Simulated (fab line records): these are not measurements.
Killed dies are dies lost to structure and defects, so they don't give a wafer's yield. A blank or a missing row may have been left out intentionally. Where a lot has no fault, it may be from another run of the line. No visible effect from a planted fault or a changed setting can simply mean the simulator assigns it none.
Which tool was responsible?    flow berkeley_cmos170    21 wafers from 7 lots sampled at 3 of the route's 331 steps

== WHAT THE GAUGES SHOWED, per wafer ==
UCB170_PLDD_TW_MEAS_11.
lot   measured      on             PLDD_TW
L510  day 7 20:40   film_metro-03  1012 1013 1012
L513  day 8 07:40   film_metro-02  1027 1024 1028
L516  day 9 07:31   film_metro-02  984 988 988
L520  day 9 16:16   film_metro-01  1006 1011 1011
L525  day 10 23:53  film_metro-03  1015 1012 1012
L526  day 10 23:53  film_metro-02  1033 1032 1025
L531  day 12 10:07  film_metro-01  1015 1011 1019

== WHICH TOOL RAN EACH LOT (tool, then ch and the chambers of the sampled wafers, then the start) ==
lot   UCB170_NVT_STRIP_08                   UCB170_PLDD_IMPLANT_09
L510  plasma_asher-04 ch 0,1, day 6 21:25   implanter-04 ch 0, day 7 20:25
L513  plasma_asher-01 ch 0,1, day 7 14:02   implanter-02 ch 0, day 8 07:25
L516  plasma_asher-04 ch 0,1, day 8 10:16   implanter-01 ch 0, day 9 07:16
L520  plasma_asher-01 ch 0,1, day 8 20:55   implanter-04 ch 0, day 9 16:04
L525  plasma_asher-04 ch 0,1, day 10 03:04  implanter-04 ch 0, day 10 23:40
L526  plasma_asher-02 ch 0,1, day 10 03:17  implanter-02 ch 0, day 10 23:37
L531  plasma_asher-01 ch 0,1, day 11 13:37  implanter-02 ch 0, day 12 09:55
- UCB170_NVT_STRIP_08: strips in O2.
- UCB170_PLDD_IMPLANT_09

== THE ANSWER, worked out from the rows above alone ==
Rule: the lots themselves supply what counts as usual. Put in order of their means at a reading, lots are off if they are a third of the lots or fewer, leave a main group of 4 or more, and stand apart from it by a gap of 3 or more times the standard deviation of the main group's means; of several such gaps the widest counts. A main group is skipped when, at the precision printed for the reading in the tables above, its means are all equal. A lot without any number at a reading at which 4 lots or more have one is off too. The other lots that the step has rows for count as sound.
None of the lots is off at any reading shown; this tells nothing.

== WHAT THE SIMULATOR PUT IN ==
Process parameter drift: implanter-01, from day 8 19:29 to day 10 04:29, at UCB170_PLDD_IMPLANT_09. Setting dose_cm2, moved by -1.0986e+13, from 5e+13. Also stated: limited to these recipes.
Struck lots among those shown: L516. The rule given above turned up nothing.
